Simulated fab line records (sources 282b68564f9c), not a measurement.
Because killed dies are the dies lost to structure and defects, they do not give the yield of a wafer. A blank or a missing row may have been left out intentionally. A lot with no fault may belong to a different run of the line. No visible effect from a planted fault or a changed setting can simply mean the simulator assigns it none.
One fault seen from 2 desks	flow rit-cmos	each desk has only its own numbers; what lay behind them comes last

== AT THE METROLOGY DESK ==
What the gauges read, lot by lot, whatever tool the lot ran on: means of the sampled wafers that have a number. If a lot's mean is further than 4 standard deviations from the usual mean, the lot is out of limits and carries the mark OUT (the distance appears in the brackets).
Columns: A = PRETRO_TW at RIT_PRETRO_TW_MEAS_10, usual 473.4
lot	first seen here	A
L291	day 2 08:56	471.8
L292	day 2 12:28	472.9
L293	day 2 18:16	478.8
L294	day 2 23:40	478.5
L298	day 3 19:12	470.4
L299	day 3 23:20	470.5
L301	day 4 09:51	475.3
L302	day 4 14:28	392.0 (-27) OUT
L304	day 5 00:52	393.1 (-27) OUT
L308	day 5 20:35	470.7
L311	day 6 11:58	471.0
L312	day 6 17:02	476.0
L313	day 6 22:00	477.0
L314	day 7 03:07	471.8
This desk reports L302, L304 out of limits; the earliest was L302 at day 4 14:28 (PRETRO_TW at RIT_PRETRO_TW_MEAS_10). L291, L292, L293, L294, L298, L299, L301, L308, L311, L312, L313, L314: within limits.

== TOOL OWNER'S DESK, implanter-02 ==
For each lot that ran on this tool, the mean over its sampled wafers that have a number, from the tool's own readings at RIT_PRETRO_IMPLANT_08. If a lot's mean is further than 4 standard deviations from the usual mean, the lot is out of limits and carries the mark OUT (the distance appears in the brackets).
Columns: A = dose-ions-cm2 at RIT_PRETRO_IMPLANT_08, usual 1.2e+13; B = faraday-current-uA at RIT_PRETRO_IMPLANT_08, usual 38.1
lot	first seen here	A	B
L298	day 3 18:55	1.2e+13	38.3
L301	day 4 09:32	1.2e+13	37.8
L302	day 4 14:08	6.6e+12 (-99 or more) OUT	21.2 (-25) OUT
L304	day 5 00:34	6.6e+12 (-99 or more) OUT	20.6 (-25) OUT
Finding of this desk: L302, L304 out of limits; the first was L302 at day 4 14:08, on dose-ions-cm2 at RIT_PRETRO_IMPLANT_08. L298, L301: within limits.

== BROUGHT TOGETHER ==
An alarm could have come from the tool owner's desk at day 4 14:08, on L302, L304.
At day 4 14:28 the metrology desk could have sounded an alarm, on L302, L304.
The lots listed all ran RIT_PRETRO_IMPLANT_08 on implanter-02.

== WHAT HAD BEEN PUT IN BY THE SIMULATOR ==
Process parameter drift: implanter-02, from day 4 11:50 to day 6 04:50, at RIT_PRETRO_IMPLANT_08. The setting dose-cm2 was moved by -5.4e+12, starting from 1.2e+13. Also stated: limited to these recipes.
Lots struck among those shown: L302, L304.
Fault start to first reading out of limits, in hours, per desk: tool owner, 2; metrology, 3.
